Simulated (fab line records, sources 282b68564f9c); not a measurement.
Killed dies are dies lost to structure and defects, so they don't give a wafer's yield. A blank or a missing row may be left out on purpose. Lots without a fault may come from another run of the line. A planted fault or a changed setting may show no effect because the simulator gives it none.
A struck lot beside a sound one | flow rit_cmos | 14 steps out of a route of 202
Sound: wafers L145.1, L145.2, L145.3. Struck: wafers L144.2, L144.5, L144.6. The cause comes at the end.
At each step with rows: each side's tool, then ch and its chambers, then its first start. Under that, the readings that differ: sound wafers | struck wafers | difference of the means | sigmas: that difference in standard deviations of wafers without a fault.
alike: readings whose means differ by less than 2 such deviations, and words and numbers that are the same on both sides. not compared: withheld readings, readings that some wafer has no value for, bounds like >300 that may hide the same value, and numbers for which the record gives no deviation and whose values overlap.
The two part at a step that has a row with sigmas, a row that says differs or no value, or rows on one side only. Numbers that don't overlap but have no deviation are shown without sigmas and don't part them. A reading that every wafer of one side lacks parts them only if that side has two wafers or more.

first, 2 steps without rows for these wafers: RIT_PWELL_HARDBAKE_07 (time 120 s); RIT_PWELL_IMPLANT_08.
RIT_PWELL_STRIP_09: strips in O2, time 180 s.
  sound on plasma_asher-04 ch 0,1, day 5 08:48; struck on plasma_asher-04 ch 0,1, day 5 03:49
  alike: drypump_motor_current_A, o2_flow_sccm
  not compared: rf_hours_counter_h
RIT_PWELL_TW_MEAS_10:
  sound on film_metro-03, day 5 08:58; struck on film_metro-02, day 5 03:59
  alike: PWELL_TW
then, 1 step without rows for these wafers: RIT_WELLDRIVE_ANNEAL_00 (time 14700 s).
RIT_WELLDRIVE_RS_MEAS_01: measures by four-point-probe.
  sound on film_metro-02, day 5 14:07; struck on film_metro-02, day 5 09:09
  alike: NWELL_RS
RIT_WELLDRIVE_RS_MEAS_02: measures by four-point-probe.
  sound on film_metro-02, day 5 14:14; struck on film_metro-02, day 5 09:16
  alike: PWELL_RS
then, 5 steps without rows for these wafers: RIT_NRETRO_HMDS_00 (prime time 60 s); RIT_NRETRO_COAT_01 (resist thk 1300 nm); RIT_NRETRO_SOFTBAKE_02 (time 60 s); RIT_NRETRO_EXPOSE_03 (exposes mask M4, target cd 43900 nm); RIT_NRETRO_PEB_04.
RIT_NRETRO_DEVELOP_05: develop time 68 s.
  sound on litho_track-03 ch 0, day 5 15:00; struck on litho_track-04, day 5 10:00
  no value came back on the struck wafers for chill_plate_temp_C (C), develop_time_s (s); on the sound wafers chill_plate_temp_C (C) reads 23.02 23.01 23.00
RIT_NRETRO_OVL_MEAS_06:
  sound on overlay-01, day 5 15:14; struck on overlay-02, day 5 10:23
  reading         | sound        | struck | difference                    | sigmas
  NRETRO_OVL (nm) | 0.8 -0.6 0.5 | - - -  | no value on the struck wafers |

WHERE THEY PART
First at RIT_NRETRO_DEVELOP_05; last, within this record, at RIT_NRETRO_OVL_MEAS_06.

WHY: what the simulator had put in
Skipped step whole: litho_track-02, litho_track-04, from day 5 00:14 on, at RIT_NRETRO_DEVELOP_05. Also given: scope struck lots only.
